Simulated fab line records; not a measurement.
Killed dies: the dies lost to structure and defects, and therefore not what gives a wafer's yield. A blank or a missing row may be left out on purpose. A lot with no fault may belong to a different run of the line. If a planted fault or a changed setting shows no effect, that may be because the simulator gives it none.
Chamber matching ; flow rit cmos ; RIT_ACTIVE_ETCH_13 on rie diel-03 has 4 sister chambers
The step etches Si3N4 in SF6, stops on SiO2, time 201.2 s, target depth 210 nm. 14 wafers are shown with their chamber, then 6 later ones without.

WAFERS, EACH WITH ITS CHAMBER
wafer;chamber;throttle valve pct (%);oes product au (a.u.)
L280.3;0;7.57;0.817
L280.5;1;7.68;0.833
L280.6;0;7.56;0.821
L285.2;1;7.66;0.834
L285.3;0;7.57;0.813
L285.4;2;7.51;0.843
L287.1;3;7.50;0.815
L287.3;2;7.49;0.840
L287.4;1;7.67;0.832
L289.3;0;7.57;0.815
L289.5;2;7.51;0.847
L289.6;1;7.66;0.840
L292.2;1;7.68;0.835
L292.3;0;7.57;0.802

SIGNATURES (means of the wafers above)
reading;chamber 0;chamber 1;chamber 2;chamber 3;scatter within a chamber
throttle valve pct;7.5680;7.6700;7.5033;7.5000;0.00864
oes product au;0.81360;0.83480;0.84333;0.81500;0.00516
Rule: for a wafer and a chamber, the distance is found by dividing, reading by reading, the gap between the wafer's reading and the chamber's mean by the reading's scatter, squaring, summing and taking the root. The wafer belongs to the nearest chamber; if the next one is less than 2 further off, it can't be placed. The scatter: the root of (the sum of the squares of (reading less its chamber's mean) over the shown wafers, divided by (wafers less chambers)).

WAFERS WITHOUT THEIR CHAMBER
wafer;throttle valve pct (%);oes product au (a.u.)
L292.5;7.50;0.842
L293.2;7.50;0.851
L293.3;7.66;0.849
L293.5;7.66;0.845
L296.4;7.52;0.879
L296.6;7.49;0.867

WHICH CHAMBER EACH ONE RAN IN
wafer;from the rows above;in truth
L292.5;2;2
L293.2;2;2
L293.3;1;1
L293.5;1;1
L296.4;2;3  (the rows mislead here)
L296.6;2;2
Correctly placed: 5 of 6. Can't be placed from these rows: 0. Placed wrongly: 1.
